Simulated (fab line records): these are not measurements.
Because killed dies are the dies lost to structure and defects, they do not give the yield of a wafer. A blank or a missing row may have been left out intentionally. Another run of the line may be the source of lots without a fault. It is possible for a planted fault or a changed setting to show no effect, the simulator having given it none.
fab line records	flow rit-cmos
record lots=14	wafers=42	last-day=7
route steps=202 shown ACTIVE@15 NSD@141 M1@193
lots that met no fault: from a run of the same line without faults
start-h: hours from the record's first day to the start of the lot's first wafer shown	wait-h: how many hours have passed since the lot's step before this one	" unchanged from the row above	L1.1+2: a row that stands for several wafers	- value missing, or start not given	* or withheld: withheld	< > ~ a bound
route shown NAME@n: NAME is a module with steps in the file, n the number in the route of the first one	usual: mean/standard deviation of fault-free wafers	same: alike in all rows	chamber/n: place in a boat	sites: each site's reading	_std_site: standard deviation across them	_edge_site: mean of outer sites minus mean of inner sites	radius-mm: how far each site lies from the wafer's centre	mask NAME#n: copy n	behind: the last tool/chamber to shape the wafer	hold: reason for holding the lot/hours on hold/outcome of the hold	device: the transistor (n, p or np) that didn't switch	end of line: at the end of the route, the tests of the same wafers	step lacking rows: just its recipe	killed: the dies lost at the first sort to structure and to defects; this is not the yield of the wafer	map: dies across one wafer; x = killed, . = not, _ = none there
set.NAME: the setting that was run; set.NAME@STEP: the one run at that earlier step	model.NAME: the simulator's own value behind a step, which no gauge read
one table for each step of the route and one row for each wafer, over a sample of lots
services: when a tool's chamber went out of use (start-h, in hours from the record's first day, below 0 if earlier), for how many hours, and the reason
## steps
# step RIT_ACTIVE_STRIP_14
# recipe chemistry=O2	time-s=180	resist=NOVOLAK	platen-temp-c=withheld	power-w=500	pressure-mtorr=4000	o2-flow-sccm=4000
# usual drypump-motor-current-A=5.6/0.56
lot.wafer	tool	chamber	start-h	wait-h	drypump-motor-current-A	rf-hours-counter-h
L263.3	plasma-asher-03	1	15.03	0.1	6.1	-
L263.4	"	0	"	"	4.7	-
L263.5	"	1	"	"	6.1	-
L264.1	plasma-asher-03	0	20.68	0.1	4.8	38
L264.5	"	0	"	"	4.7	-
L264.6	"	1	"	"	6.1	-
L265.1	plasma-asher-03	0	24.84	0.1	4.7	39
L265.5	"	1	"	"	6.1	-
L265.6	"	0	"	"	4.7	-
L267.1	plasma-asher-03	1	34.84	0.1	6.2	40
L267.2	"	0	"	"	4.7	40
L267.5	"	1	"	"	6.1	-
L268.2	plasma-asher-04	0	40.40	0.1	5.5	22
L268.5	"	1	"	"	6.2	-
L268.6	"	0	"	"	5.5	-
L269.2	plasma-asher-04	1	44.97	0.1	6.2	22
L269.3	"	0	"	"	5.5	-
L269.6	"	0	"	"	5.5	-
L271.2	plasma-asher-03	0	54.97	0.1	4.7	42
L271.5	"	0	"	"	4.7	-
L271.6	"	1	"	"	6.1	-
L276.3	plasma-asher-04	0	79.90	0.1	5.5	-
L276.5	"	0	"	"	5.5	-
L276.6	"	1	"	"	6.2	-
L277.1	plasma-asher-04	0	84.84	0.1	5.5	26
L277.3	"	0	"	"	5.5	-
L277.4	"	1	"	"	6.2	-
L280.3	plasma-asher-04	0	99.90	0.1	5.5	-
L280.5	"	1	"	"	6.1	-
L280.6	"	0	"	"	5.5	-
L283.1	plasma-asher-04	0	114.97	0.1	5.5	30
L283.2	"	1	"	"	6.1	30
L283.6	"	0	"	"	5.5	-
L284.1	plasma-asher-01	1	120.68	0.1	5.7	0
L284.3	"	0	"	"	5.7	-
L284.5	"	1	"	"	5.7	-
L285.2	plasma-asher-03	1	124.84	0.1	6.1	50
L285.4	"	0	"	"	4.7	-
L285.6	"	1	"	"	6.1	-
L286.1	plasma-asher-03	1	130.13	0.1	6.1	51
L286.2	"	0	"	"	4.7	51
L286.3	"	0	"	"	4.7	-
# step RIT_NSD_TW_MEAS_10
# usual NSD_TW=3127/20
lot.wafer	tool	chamber	start-h	wait-h	NSD_TW
L263.3	film-metro-01	-	50.29	0.1	3106
L263.4	"	-	"	"	3108
L263.5	"	-	"	"	3099
L264.1	film-metro-01	-	52.50	0.1	3112
L264.5	"	-	"	"	3101
L264.6	"	-	"	"	3097
L265.1	film-metro-01	-	59.10	0.1	3093
L265.5	"	-	"	"	3097
L265.6	"	-	"	"	3097
L267.1	film-metro-03	-	69.21	0.1	3144
L267.2	"	-	"	"	3154
L267.5	"	-	"	"	3156
L268.2	film-metro-02	-	73.00	0.1	3146
L268.5	"	-	"	"	3151
L268.6	"	-	"	"	3150
L269.2	film-metro-02	-	76.57	0.1	3151
L269.3	"	-	"	"	3156
L269.6	"	-	"	"	3145
L271.2	film-metro-03	-	87.26	0.1	3139
L271.5	"	-	"	"	3136
L271.6	"	-	"	"	3160
L276.3	film-metro-03	-	113.20	0.1	3122
L276.5	"	-	"	"	3117
L276.6	"	-	"	"	3128
L277.1	film-metro-03	-	118.06	0.1	3140
L277.3	"	-	"	"	3131
L277.4	"	-	"	"	3133
L280.3	film-metro-03	-	133.10	0.1	3146
L280.5	"	-	"	"	3145
L280.6	"	-	"	"	3141
L283.1	film-metro-02	-	148.81	0.1	3146
L283.2	"	-	"	"	3163
L283.6	"	-	"	"	3150
L284.1	film-metro-03	-	152.20	0.1	3128
L284.3	"	-	"	"	3121
L284.5	"	-	"	"	3127
L285.2	film-metro-03	-	157.02	0.1	3109
L285.4	"	-	"	"	3125
L285.6	"	-	"	"	3118
L286.1	film-metro-03	-	161.50	0.1	3120
L286.2	"	-	"	"	3122
L286.3	"	-	"	"	3125
# step RIT_M1_CD_MEAS_09
# recipe target-cd-nm=2600
# usual cd-nm=2599.8/1.9
lot.wafer	tool	chamber	start-h	wait-h	cd-nm
L263.3	cd-sem-01	-	57.34	-	2596.5
L263.4	"	-	"	"	2596.2
L263.5	"	-	"	"	2598.0
L264.1	cd-sem-02	-	59.33	-	2600.3
L264.5	"	-	"	"	2598.9
L264.6	"	-	"	"	2599.6
L265.1	cd-sem-02	-	65.63	-	2597.5
L265.5	"	-	"	"	2596.6
L265.6	"	-	"	"	2596.9
L267.1	cd-sem-01	-	76.07	-	2597.0
L267.2	"	-	"	"	2599.1
L267.5	"	-	"	"	2597.7
L268.2	cd-sem-02	-	79.75	-	2601.8
L268.5	"	-	"	"	2601.0
L268.6	"	-	"	"	2599.1
L269.2	cd-sem-01	-	83.34	-	2602.2
L269.3	"	-	"	"	2601.0
L269.6	"	-	"	"	2602.4
L271.2	cd-sem-02	-	94.19	-	2602.5
L271.5	"	-	"	"	2603.0
L271.6	"	-	"	"	2605.8
L276.3	cd-sem-02	-	119.99	-	2598.0
L276.5	"	-	"	"	2599.5
L276.6	"	-	"	"	2599.3
L277.1	cd-sem-01	-	124.98	-	2598.8
L277.3	"	-	"	"	2601.3
L277.4	"	-	"	"	2600.8
L280.3	cd-sem-01	-	139.73	-	2598.9
L280.5	"	-	"	"	2597.8
L280.6	"	-	"	"	2597.9
L283.1	cd-sem-02	-	155.69	-	2602.3
L283.2	"	-	"	"	2601.9
L283.6	"	-	"	"	2602.5
L284.1	cd-sem-01	-	159.11	-	2597.9
L284.3	"	-	"	"	2600.3
L284.5	"	-	"	"	2597.6
L285.2	cd-sem-02	-	163.94	-	2599.1
L285.4	"	-	"	"	2600.2
L285.6	"	-	"	"	2599.9
L286.1	cd-sem-02	-	168.85	-	2601.7
L286.2	"	-	"	"	2602.4
L286.3	"	-	"	"	2600.9
# step RIT_M1_STRIP_14
# recipe chemistry=O2	time-s=173.7	platen-temp-c=withheld	power-w=500	pressure-mtorr=4000	o2-flow-sccm=4000
# usual drypump-motor-current-A=5.75/0.26
lot.wafer	tool	chamber	start-h	wait-h	drypump-motor-current-A	rf-hours-counter-h
L263.3	plasma-asher-04	1	58.10	0.1	6.15	-
L263.4	"	0	"	"	5.50	-
L263.5	"	1	"	"	6.13	-
L264.1	plasma-asher-01	1	60.07	0.0	5.65	43
L264.5	"	0	"	"	5.72	-
L264.6	"	1	"	"	5.65	-
L265.1	plasma-asher-02	0	66.39	0.0	5.50	43
L265.5	"	0	"	"	5.48	-
L265.6	"	1	"	"	5.84	-
L267.1	plasma-asher-04	1	77.04	0.0	6.14	25
L267.2	"	0	"	"	5.48	25
L267.5	"	1	"	"	6.17	-
L268.2	plasma-asher-01	1	80.53	0.0	5.68	45
L268.5	"	1	"	"	5.64	-
L268.6	"	0	"	"	5.73	-
L269.2	plasma-asher-04	1	84.08	0.0	6.15	26
L269.3	"	0	"	"	5.49	-
L269.6	"	1	"	"	6.13	-
L271.2	plasma-asher-01	1	94.93	0.0	5.66	47
L271.5	"	0	"	"	5.70	-
L271.6	"	1	"	"	5.64	-
L276.3	plasma-asher-04	1	120.81	0.1	6.14	-
L276.5	"	0	"	"	5.48	-
L276.6	"	1	"	"	6.19	-
L277.1	plasma-asher-02	0	125.72	0.0	5.47	49
L277.3	"	0	"	"	5.48	-
L277.4	"	1	"	"	5.82	-
L280.3	plasma-asher-04	0	140.49	0.1	5.49	-
L280.5	"	0	"	"	5.48	-
L280.6	"	1	"	"	6.14	-
L283.1	plasma-asher-04	1	156.43	0.0	6.17	34
L283.2	"	0	"	"	5.49	34
L283.6	"	0	"	"	5.49	-
L284.1	plasma-asher-04	1	159.92	0.0	6.17	35
L284.3	"	1	"	"	6.16	-
L284.5	"	1	"	"	6.16	-
L285.2	plasma-asher-02	0	164.84	0.0	5.47	54
L285.4	"	0	"	"	5.46	-
L285.6	"	1	"	"	5.85	-
L286.1	plasma-asher-02	0	169.59	0.0	5.47	54
L286.2	"	1	"	"	5.83	54
L286.3	"	1	"	"	5.84	-
# step RIT_M1_PROBE_99
# usual killed_at_M0_to_M3=0.0/0.14	killed-at-contacts=0.0/0.22	killed-at-front-end=6.5/3	killed-dies=6.6/3	killed-on-rim=1.7/1.3	killed-open=3.4/2.2	killed-short=3.3/1.7
# same gross-dies=264	killed_at_M4_up=0	killed-at-back-side=0	killed-at-other=0
lot.wafer	tool	chamber	start-h	wait-h	killed_at_M0_to_M3	killed-at-contacts	killed-at-front-end	killed-dies	killed-on-rim	killed-open	killed-short
L263.3	prober-01	-	60.06	0.2	0	0	4	4	0	2	2
L263.4	prober-01	-	60.11	0.2	0	0	5	5	1	1	4
L263.5	prober-01	-	60.16	0.2	0	0	2	2	0	1	1
L264.1	prober-02	-	61.99	0.1	0	0	3	3	0	2	1
L264.5	prober-02	-	62.19	0.2	0	0	9	9	1	4	5
L264.6	prober-02	-	62.24	0.2	0	0	8	8	1	3	5
L265.1	prober-01	-	68.52	0.1	0	0	4	4	1	2	2
L265.5	prober-01	-	68.72	0.2	0	0	7	7	1	4	3
L265.6	prober-01	-	68.77	0.2	0	0	4	4	3	0	4
L267.1	prober-01	-	78.95	0.1	0	0	6	6	1	3	3
L267.2	prober-01	-	79.00	0.1	1	0	30	31	2	2	1
L267.5	prober-01	-	79.15	0.2	0	0	12	12	3	7	5
L268.2	prober-02	-	83.72	0.1	0	0	14	14	5	8	6
L268.5	prober-02	-	83.87	0.2	0	0	5	5	1	4	1
L268.6	prober-02	-	83.92	0.2	0	0	5	5	2	2	3
L269.2	prober-01	-	86.04	0.1	0	0	4	4	0	2	2
L269.3	prober-01	-	86.09	0.2	0	0	6	6	2	2	4
L269.6	prober-01	-	86.24	0.2	0	0	3	3	1	1	2
L271.2	prober-01	-	96.90	0.1	0	0	41	41	1	2	7
L271.5	prober-01	-	97.05	0.2	0	0	41	41	2	4	2
L271.6	prober-01	-	97.10	0.2	0	0	7	7	3	2	5
L276.3	prober-02	-	122.76	0.2	0	0	4	4	0	1	3
L276.5	prober-02	-	122.86	0.2	0	0	7	7	0	5	2
L276.6	prober-02	-	122.91	0.2	0	0	7	7	2	3	4
L277.1	prober-01	-	127.82	0.1	0	0	10	10	1	6	4
L277.3	prober-01	-	127.92	0.2	0	0	4	4	1	2	2
L277.4	prober-01	-	127.97	0.2	0	0	6	6	1	3	3
L280.3	prober-02	-	143.33	0.2	0	0	11	11	1	4	7
L280.5	prober-02	-	143.43	0.2	0	0	7	7	2	1	6
L280.6	prober-02	-	143.48	0.2	0	0	6	6	2	1	5
L283.1	prober-01	-	158.44	0.1	0	0	7	7	3	5	2
L283.2	prober-01	-	158.49	0.1	0	0	2	2	0	1	1
L283.6	prober-01	-	158.69	0.2	0	0	3	3	3	2	1
L284.1	prober-02	-	162.85	0.1	0	0	7	7	1	3	4
L284.3	prober-02	-	162.95	0.2	0	0	6	6	3	3	3
L284.5	prober-02	-	163.05	0.2	0	0	7	7	3	5	2
L285.2	prober-01	-	168.83	0.1	0	0	6	6	2	3	3
L285.4	prober-01	-	168.93	0.2	0	0	4	4	0	3	1
L285.6	prober-01	-	169.03	0.2	0	0	6	6	0	2	4
L286.1	prober-02	-	171.51	0.1	0	0	7	7	1	3	4
L286.2	prober-02	-	171.56	0.1	0	1	5	6	2	2	4
L286.3	prober-02	-	171.61	0.2	0	0	15	15	3	6	9
# killed by level:class
L263.3 GATE:geometric-particle:short=1 REOX:geometric-particle:open=1 SPACER:geometric-particle:open=1 SPACER:geometric-particle:short=1
L263.4 SILICIDE:geometric-particle:short=2 FOX1:geometric-particle:open=1 GATE:geometric-particle:short=1 SPACER:geometric-particle:short=1
L263.5 FOX1:geometric-particle:short=1 REOX:geometric-particle:open=1
L264.1 GATE:geometric-particle:open=1 GATE:geometric-particle:short=1 SPACER:geometric-particle:open=1
L264.5 GATE:geometric-particle:open=2 SPACER:geometric-particle:short=2 FOX1:geometric-particle:short=1 GATE:geometric-particle:short=1 SPACER:geometric-particle:open=1 SILICIDE:geometric-particle:open=1 SILICIDE:geometric-particle:short=1
L264.6 GATE:geometric-particle:short=3 SPACER:geometric-particle:open=2 FOX1:geometric-particle:short=1 REOX:geometric-particle:open=1 REOX:geometric-particle:short=1
L265.1 GATE:geometric-particle:short=1 REOX:geometric-particle:open=1 SPACER:geometric-particle:open=1 SILICIDE:geometric-particle:short=1
L265.5 FOX1:geometric-particle:short=2 FOX1:geometric-particle:open=2 GATE:geometric-particle:open=1 REOX:geometric-particle:open=1 REOX:geometric-particle:short=1
L265.6 SPACER:geometric-particle:short=2 SILICIDE:geometric-particle:short=2
L267.1 GATE:geometric-particle:open=2 FOX1:geometric-particle:short=1 FOX2:geometric-particle:short=1 GATE:geometric-particle:short=1 SILICIDE:geometric-particle:open=1
L267.2 ACTIVE:unspecified=28 REOX:geometric-particle:open=1 SILICIDE:geometric-particle:open=1 M1:geometric-particle:short=1
L267.5 GATE:geometric-particle:short=3 SILICIDE:geometric-particle:open=3 GATE:geometric-particle:open=2 FOX2:geometric-particle:open=1 REOX:geometric-particle:open=1 SPACER:geometric-particle:short=1 SILICIDE:geometric-particle:short=1
L268.2 FOX2:geometric-particle:open=3 FOX2:geometric-particle:short=2 GATE:geometric-particle:open=2 SPACER:geometric-particle:open=2 SILICIDE:geometric-particle:short=2 REOX:geometric-particle:short=1 REOX:geometric-particle:open=1 SPACER:geometric-particle:short=1
L268.5 REOX:geometric-particle:open=2 SPACER:geometric-particle:short=1 FOX2:geometric-particle:open=1 GATE:geometric-particle:open=1
L268.6 REOX:geometric-particle:short=2 FOX1:geometric-particle:short=1 REOX:geometric-particle:open=1 SILICIDE:geometric-particle:open=1
L269.2 FOX2:geometric-particle:open=1 GATE:geometric-particle:short=1 REOX:geometric-particle:short=1 REOX:geometric-particle:open=1
L269.3 GATE:geometric-particle:short=2 FOX2:geometric-particle:short=1 GATE:geometric-particle:open=1 REOX:geometric-particle:short=1 REOX:geometric-particle:open=1
L269.6 FOX2:geometric-particle:short=1 GATE:geometric-particle:open=1 GATE:geometric-particle:short=1
L271.2 ACTIVE:unspecified=32 SPACER:geometric-particle:short=3 GATE:geometric-particle:short=2 FOX1:geometric-particle:short=1 FOX2:geometric-particle:short=1 GATE:geometric-particle:open=1 SPACER:geometric-particle:open=1
L271.5 ACTIVE:unspecified=35 GATE:geometric-particle:short=2 REOX:geometric-particle:open=2 FOX1:geometric-particle:open=1 SILICIDE:geometric-particle:open=1
L271.6 GATE:geometric-particle:short=5 FOX1:geometric-particle:open=2
L276.3 GATE:geometric-particle:short=2 GATE:geometric-particle:open=1 SILICIDE:geometric-particle:short=1
L276.5 FOX1:geometric-particle:short=2 FOX2:geometric-particle:open=2 FOX1:geometric-particle:open=1 GATE:geometric-particle:open=1 SPACER:geometric-particle:open=1
L276.6 FOX1:geometric-particle:short=2 FOX2:geometric-particle:open=1 GATE:geometric-particle:short=1 GATE:geometric-particle:open=1 SPACER:geometric-particle:short=1 SPACER:geometric-particle:open=1
L277.1 FOX2:geometric-particle:open=2 SILICIDE:geometric-particle:short=2 SILICIDE:geometric-particle:open=2 FOX1:geometric-particle:open=1 FOX2:geometric-particle:short=1 GATE:geometric-particle:open=1 REOX:geometric-particle:short=1
L277.3 FOX1:geometric-particle:short=1 FOX1:geometric-particle:open=1 SPACER:geometric-particle:open=1 SILICIDE:geometric-particle:short=1
L277.4 FOX1:geometric-particle:short=1 GATE:geometric-particle:open=1 REOX:geometric-particle:open=1 REOX:geometric-particle:short=1 SPACER:geometric-particle:open=1 SPACER:geometric-particle:short=1
L280.3 GATE:geometric-particle:open=3 GATE:geometric-particle:short=2 REOX:geometric-particle:short=2 FOX2:geometric-particle:short=1 SPACER:geometric-particle:open=1 SPACER:geometric-particle:short=1 SILICIDE:geometric-particle:short=1
L280.5 GATE:geometric-particle:short=3 FOX1:geometric-particle:short=1 GATE:geometric-particle:open=1 REOX:geometric-particle:short=1 SPACER:geometric-particle:short=1
L280.6 GATE:geometric-particle:short=2 SPACER:geometric-particle:short=2 FOX1:geometric-particle:short=1 FOX2:geometric-particle:open=1
L283.1 SILICIDE:geometric-particle:open=2 FOX1:geometric-particle:open=1 FOX2:geometric-particle:short=1 FOX2:geometric-particle:open=1 REOX:geometric-particle:short=1 SPACER:geometric-particle:open=1
L283.2 FOX1:geometric-particle:short=1 GATE:geometric-particle:open=1
L283.6 FOX1:geometric-particle:open=1 GATE:geometric-particle:short=1 SPACER:geometric-particle:open=1
L284.1 FOX1:geometric-particle:short=2 FOX1:geometric-particle:open=1 GATE:geometric-particle:short=1 REOX:geometric-particle:open=1 REOX:geometric-particle:short=1 SILICIDE:geometric-particle:open=1
L284.3 GATE:geometric-particle:short=3 FOX1:geometric-particle:open=1 REOX:geometric-particle:open=1 SPACER:geometric-particle:open=1
L284.5 GATE:geometric-particle:open=3 FOX2:geometric-particle:open=1 GATE:geometric-particle:short=1 SPACER:geometric-particle:open=1 SILICIDE:geometric-particle:short=1
L285.2 FOX1:geometric-particle:short=2 GATE:geometric-particle:open=2 FOX1:geometric-particle:open=1 FOX2:geometric-particle:short=1
L285.4 GATE:geometric-particle:open=2 GATE:geometric-particle:short=1 SPACER:geometric-particle:open=1
L285.6 FOX1:geometric-particle:short=2 FOX1:geometric-particle:open=1 FOX2:geometric-particle:short=1 GATE:geometric-particle:short=1 REOX:geometric-particle:open=1
L286.1 GATE:geometric-particle:short=3 FOX2:geometric-particle:open=2 SPACER:geometric-particle:short=1 SILICIDE:geometric-particle:open=1
L286.2 GATE:geometric-particle:open=2 GATE:geometric-particle:short=2 FOX1:geometric-particle:short=1 CONTACT:geometric-particle:short=1
L286.3 GATE:geometric-particle:short=5 FOX1:geometric-particle:open=2 FOX1:geometric-particle:short=2 GATE:geometric-particle:open=2 FOX2:geometric-particle:open=1 FOX2:geometric-particle:short=1 REOX:geometric-particle:open=1 SPACER:geometric-particle:short=1
## services
tool	chamber	start-h	hours	kind
plasma-asher-04	-	-2.32	0.6	repair
plasma-asher-03	-	36.07	1.1	repair
plasma-asher-01	-	108.75	9.0	pm
plasma-asher-01	0	108.75	9.0	vent-cycle
plasma-asher-01	1	108.75	9.0	vent-cycle
plasma-asher-01	0	117.75	-	clean
plasma-asher-01	1	117.75	-	clean
## key
first-sign step=RIT_M1_PROBE_99	reading=killed-dies	direction=up	sigmas=10	usual=6.6	struck=37.7
effect step=RIT_M1_PROBE_99	reading=killed-at-front-end	direction=up	sigmas=10	usual=6.5	struck=37.3
met-at RIT_ACTIVE_STRIP_14
struck-lots L267,L271
struck-wafers L267.2,L271.2,L271.5
tester-left-out L267,L271
not-acting-at RIT_NSD_TW_MEAS_10,RIT_M1_CD_MEAS_09,RIT_M1_STRIP_14
onset-between 24.84 34.84
fault kind=chamber-particle-source	tool=plasma-asher-03	chamber=0	onset-h=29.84	steps=RIT_ACTIVE_STRIP_14	rate-per-visit-cm2=0.86022	end-h=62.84
# tester-left-out: of these lots the tester's yield and bins aren't shown, on N5 and GAA mostly nor the transistor test; their killed dies are dies lost to structure and defects alone, not to doping, threshold or leakage, so they don't give the yield
